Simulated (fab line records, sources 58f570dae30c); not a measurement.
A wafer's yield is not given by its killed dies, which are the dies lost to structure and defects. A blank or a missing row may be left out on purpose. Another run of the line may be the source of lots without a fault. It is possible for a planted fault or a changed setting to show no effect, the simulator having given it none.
What tool caused it? / flow berkeley_cmos170 / 14 lots, 42 wafers sampled, at 2 steps of a route of 331

WHAT EACH GAUGE READ, for each wafer
UCB170_PFIELD_TW_MEAS_09.
lot=L242; measured=day 4 18:33; on=film_metro-04; PFIELD_TW=609 601 604
lot=L245; measured=day 5 08:29; on=film_metro-01; PFIELD_TW=612 610 608
lot=L244; measured=day 5 08:56; on=film_metro-04; PFIELD_TW=597 596 602
lot=L248; measured=day 6 14:26; on=film_metro-01; PFIELD_TW=629 629 631 629 629 625
lot=L254; measured=day 6 22:10; on=film_metro-04; PFIELD_TW=602 605 608
lot=L252; measured=day 6 22:27; on=film_metro-02; PFIELD_TW=614 615 613
lot=L255; measured=day 7 03:15; on=film_metro-02; PFIELD_TW=598 594 592
lot=L257; measured=day 7 11:29; on=film_metro-04; PFIELD_TW=603 602 603
lot=L258; measured=day 8 05:43; on=film_metro-01; PFIELD_TW=607 609 607
lot=L260; measured=day 8 11:14; on=film_metro-02; PFIELD_TW=592 592 592
lot=L261; measured=day 8 21:47; on=film_metro-01; PFIELD_TW=609 611 609
lot=L264; measured=day 9 07:13; on=film_metro-02; PFIELD_TW=592 593 592
lot=L263; measured=day 9 07:47; on=film_metro-02; PFIELD_TW=600 593 591
lot=L265; measured=day 9 09:04; on=film_metro-04; PFIELD_TW=602 603 600

WHAT TOOL EACH LOT RAN ON (gives the tool, then ch and the chambers of the sampled wafers, and finally the start)
lot=L242; UCB170_PFIELD_IMPLANT_07=implanter-01 ch 0, day 4 18:18
lot=L245; UCB170_PFIELD_IMPLANT_07=implanter-01 ch 0, day 5 08:16
lot=L244; UCB170_PFIELD_IMPLANT_07=implanter-02 ch 0, day 5 08:42
lot=L248; UCB170_PFIELD_IMPLANT_07=implanter-02 ch 0, day 6 14:13
lot=L254; UCB170_PFIELD_IMPLANT_07=implanter-01 ch 0, day 6 21:55
lot=L252; UCB170_PFIELD_IMPLANT_07=implanter-02 ch 0, day 6 22:12
lot=L255; UCB170_PFIELD_IMPLANT_07=implanter-01 ch 0, day 7 03:00
lot=L257; UCB170_PFIELD_IMPLANT_07=implanter-03 ch 0, day 7 11:16
lot=L258; UCB170_PFIELD_IMPLANT_07=implanter-03 ch 0, day 8 05:28
lot=L260; UCB170_PFIELD_IMPLANT_07=implanter-03 ch 0, day 8 10:59
lot=L261; UCB170_PFIELD_IMPLANT_07=implanter-03 ch 0, day 8 21:34
lot=L264; UCB170_PFIELD_IMPLANT_07=implanter-03 ch 0, day 9 07:00
lot=L263; UCB170_PFIELD_IMPLANT_07=implanter-02 ch 0, day 9 07:34
lot=L265; UCB170_PFIELD_IMPLANT_07=implanter-03 ch 0, day 9 08:50
- UCB170_PFIELD_IMPLANT_07

AS READ BY THE TOOLS THEMSELVES (means over the sampled wafers that have a number; for cases with no such wafer, the mark the record gives instead)
UCB170_PFIELD_IMPLANT_07.
lot=L242 tool=implanter-01 dose_ions_cm2=2.0028e+13 faraday_current_uA=62.4
lot=L245 tool=implanter-01 dose_ions_cm2=1.9999e+13 faraday_current_uA=63.6
lot=L244 tool=implanter-02 dose_ions_cm2=1.9994e+13 faraday_current_uA=64.8
lot=L248 tool=implanter-02 dose_ions_cm2=2.2003e+13 faraday_current_uA=72.0
lot=L254 tool=implanter-01 dose_ions_cm2=2.0000e+13 faraday_current_uA=65.0
lot=L252 tool=implanter-02 dose_ions_cm2=2.1991e+13 faraday_current_uA=68.8
lot=L255 tool=implanter-01 dose_ions_cm2=1.9977e+13 faraday_current_uA=63.2
lot=L257 tool=implanter-03 dose_ions_cm2=1.9999e+13 faraday_current_uA=64.0
lot=L258 tool=implanter-03 dose_ions_cm2=2.0043e+13 faraday_current_uA=64.6
lot=L260 tool=implanter-03 dose_ions_cm2=2.0032e+13 faraday_current_uA=64.0
lot=L261 tool=implanter-03 dose_ions_cm2=2.0002e+13 faraday_current_uA=63.6
lot=L264 tool=implanter-03 dose_ions_cm2=2.0009e+13 faraday_current_uA=62.8
lot=L263 tool=implanter-02 dose_ions_cm2=2.0008e+13 faraday_current_uA=64.3
lot=L265 tool=implanter-03 dose_ions_cm2=1.9997e+13 faraday_current_uA=63.8

THE ANSWER, worked out from the rows above alone
Rule: usual is defined by the lots themselves. Put in order of their means at a reading, lots are off if they are a third of the lots or fewer, leave a main group of 4 or more, and stand apart from it by a gap of 3 or more times the standard deviation of the main group's means; of several such gaps the widest counts. A main group is skipped when, at the precision printed for the reading in the tables above, its means are all equal. A lot without any number at a reading at which 4 lots or more have one is off too. The other lots that the step has rows for count as sound. After the gauges, taken in route order, come the tools' own readings; for these a lot's mean is taken, as printed above. At the first step where some lot is off, the reading lying furthest off is the one used; lots without a number count as furthest.
Off at UCB170_PFIELD_IMPLANT_07 (dose_ions_cm2): L248, L252. For the main group the mean is 2.0007e+13 and the standard deviation 1.8e+10.
A tool fits if, at that step or a process step before it, it ran every lot that is off, and no sound lot after the first of them. Not one of the candidates tried fits.

WHAT THE SIMULATOR HAD INSERTED
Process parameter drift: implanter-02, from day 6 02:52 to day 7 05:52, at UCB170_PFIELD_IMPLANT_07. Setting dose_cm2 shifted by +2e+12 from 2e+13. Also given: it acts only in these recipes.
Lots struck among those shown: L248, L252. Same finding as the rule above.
